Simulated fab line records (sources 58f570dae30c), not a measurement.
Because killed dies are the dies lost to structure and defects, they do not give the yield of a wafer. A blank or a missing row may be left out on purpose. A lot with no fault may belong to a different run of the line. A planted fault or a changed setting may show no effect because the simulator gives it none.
Which tool was responsible? | flow berkeley_cmos170 | 36 wafers from 12 lots sampled at 4 of the route's 331 steps

== WHAT THE GAUGES READ, wafer by wafer ==
UCB170_CONTACT_CD_MEAS_15: the cd target is 700 nm. Usual: cd_nm at 700.0 nm, with a standard deviation of 1.2.
lot  | measured     | on        | cd_nm (nm)        | flag
L442 | day 6 22:22  | cd_sem-01 | 700.0 700.3 701.2 |
L441 | day 6 23:33  | cd_sem-01 | 699.0 698.4 699.9 |
L443 | day 7 00:59  | cd_sem-01 | 700.2 700.8 700.7 |
L444 | day 7 01:45  | cd_sem-02 | 700.0 697.9 699.5 |
L446 | day 7 14:04  | cd_sem-02 | 697.6 698.9 698.3 |
L452 | day 8 20:07  | cd_sem-01 | 700.4 700.2 699.7 |
L451 | day 8 21:45  | cd_sem-01 | 702.2 701.6 702.1 |
L453 | day 9 07:02  | cd_sem-02 | 700.7 700.3 699.2 |
L454 | day 9 08:05  | cd_sem-01 | 701.0 700.7 700.7 |
L462 | day 11 06:31 | cd_sem-02 | 701.3 700.8 701.4 |
L463 | day 11 06:47 | cd_sem-01 | 701.1 701.2 701.6 |
L464 | day 11 22:59 | cd_sem-01 | 700.1 698.7 699.4 |

UCB170_M3_CD_MEAS_15: the cd target is 700 nm. Usual: cd_nm at 700.2 nm, with a standard deviation of 1.5.
lot  | measured     | on        | cd_nm (nm)        | flag
L442 | day 7 18:16  | cd_sem-01 | 701.0 700.0 699.5 |
L441 | day 7 19:11  | cd_sem-02 | 700.0 699.9 700.9 |
L443 | day 7 18:38  | cd_sem-01 | 700.3 699.0 699.8 |
L444 | day 7 19:28  | cd_sem-02 | 700.0 700.3 700.4 |
L446 | day 8 08:36  | cd_sem-02 | 700.9 700.6 700.7 |
L453 | day 10 01:57 | cd_sem-01 | 699.9 698.6 700.3 |
L454 | day 10 00:45 | cd_sem-02 | 699.7 700.0 699.6 |
L462 | day 12 06:38 | cd_sem-02 | 699.6 701.2 699.9 |
L463 | day 12 07:07 | cd_sem-02 | 700.2 698.5 698.8 |
L464 | day 12 17:46 | cd_sem-01 | 698.5 699.7 698.7 |

UCB170_M3_OVL_MEAS_16. Usual: M3_OVL typically reads 2 nm, with standard deviation 7.
lot  | measured     | on         | M3_OVL (nm) | flag
L442 | day 7 18:22  | overlay-02 | 3 0 3       |
L441 | day 7 19:19  | overlay-01 | 10 4 6      |
L443 | day 7 18:45  | overlay-02 | 9 3 14      |
L444 | day 7 19:35  | overlay-01 | -11 -9 6    |
L446 | day 8 08:43  | overlay-01 | 5 7 10      |
L453 | day 10 02:03 | overlay-02 | 13 9 18     |
L454 | day 10 00:52 | overlay-01 | 7 14 6      |
L462 | day 12 06:45 | overlay-01 | 4 4 8       |
L463 | day 12 07:14 | overlay-01 | -6 -6 -15   |
L464 | day 12 17:52 | overlay-01 | -2 -6 1     |

== WHICH TOOL RAN EACH LOT (tool, then ch and the chambers of the sampled wafers, then the start) ==
lot  | UCB170_V2_STRIP_15
L442 | plasma_asher-04 ch 0,1, day 7 15:46
L441 | plasma_asher-04 ch 0,1, day 7 16:41
L443 | plasma_asher-02 ch 0,1, day 7 16:31
L444 | plasma_asher-04 ch 0,1, day 7 16:58
L446 | plasma_asher-02 ch 0,1, day 8 06:02
L452 | plasma_asher-01 ch 0,1, day 9 11:32
L451 | plasma_asher-04 ch 0,1, day 9 11:46
L453 | plasma_asher-04 ch 0,1, day 9 22:47
L454 | plasma_asher-02 ch 0,1, day 9 22:26
L462 | plasma_asher-02 ch 0,1, day 12 04:23
L463 | plasma_asher-04 ch 0,1, day 12 04:36
L464 | plasma_asher-02 ch 0,1, day 12 15:01
- UCB170_V2_STRIP_15: strips in O2.

== AS READ BY THE TOOLS THEMSELVES (means over the sampled wafers that have a number; for cases with no such wafer, the mark the record gives instead) ==
UCB170_V2_STRIP_15. Usual: chamber_pressure_mTorr 3500 mTorr, standard deviation 3.2; drypump_motor_current_A 5.6 A, standard deviation 0.37; oes_product_au 0.721 a.u., standard deviation 0.0051; strip_time_to_endpoint_s 15.38 s, standard deviation 0.1.
lot  | tool            | chamber_pressure_mTorr (mTorr) | drypump_motor_current_A (A) | oes_product_au (a.u.) | strip_time_to_endpoint_s (s) | flag
L442 | plasma_asher-04 | 3499                           | 5.9                         | 0.720                 | 15.44                        |
L441 | plasma_asher-04 | 3502                           | 5.9                         | 0.726                 | 15.43                        |
L443 | plasma_asher-02 | 3497                           | 5.4                         | 0.716                 | 15.34                        |
L444 | plasma_asher-04 | 3499                           | 5.6                         | 0.721                 | 15.31                        |
L446 | plasma_asher-02 | 3500                           | 5.5                         | 0.724                 | 15.52                        |
L452 | plasma_asher-01 | -                              | -                           | -                     | -                            | OFF
L451 | plasma_asher-04 | -                              | -                           | -                     | -                            | OFF
L453 | plasma_asher-04 | 3501                           | 5.9                         | 0.722                 | 15.50                        |
L454 | plasma_asher-02 | 3500                           | 5.4                         | 0.721                 | 15.36                        |
L462 | plasma_asher-02 | 3501                           | 5.5                         | 0.720                 | 15.37                        |
L463 | plasma_asher-04 | 3502                           | 5.9                         | 0.721                 | 15.37                        |
L464 | plasma_asher-02 | 3501                           | 5.5                         | 0.721                 | 15.45                        |

== THE ANSWER, worked out from the rows above alone ==
Rule: take the mean of a lot's wafers that have a number; if it is more than 3 standard deviations from the usual mean, the lot is off. A lot without any number at a reading at which 4 lots or more have one is off too. Any other lot the step has rows for is counted as sound. First the gauges in route order, then the tools' own readings, where a lot's mean is used as printed above. The first step at which some lot is off is used, and at that step the reading that is off furthest; a lot without a number counts as furthest.
Off, at UCB170_V2_STRIP_15 on chamber_pressure_mTorr: L452, L451. Without a number there: L452, L451.
A tool fits if, at that step or a process step before it, it ran every lot that is off, and no sound lot after the first of them. No candidate that was tried fits.

== WHAT HAD BEEN PUT IN BY THE SIMULATOR ==
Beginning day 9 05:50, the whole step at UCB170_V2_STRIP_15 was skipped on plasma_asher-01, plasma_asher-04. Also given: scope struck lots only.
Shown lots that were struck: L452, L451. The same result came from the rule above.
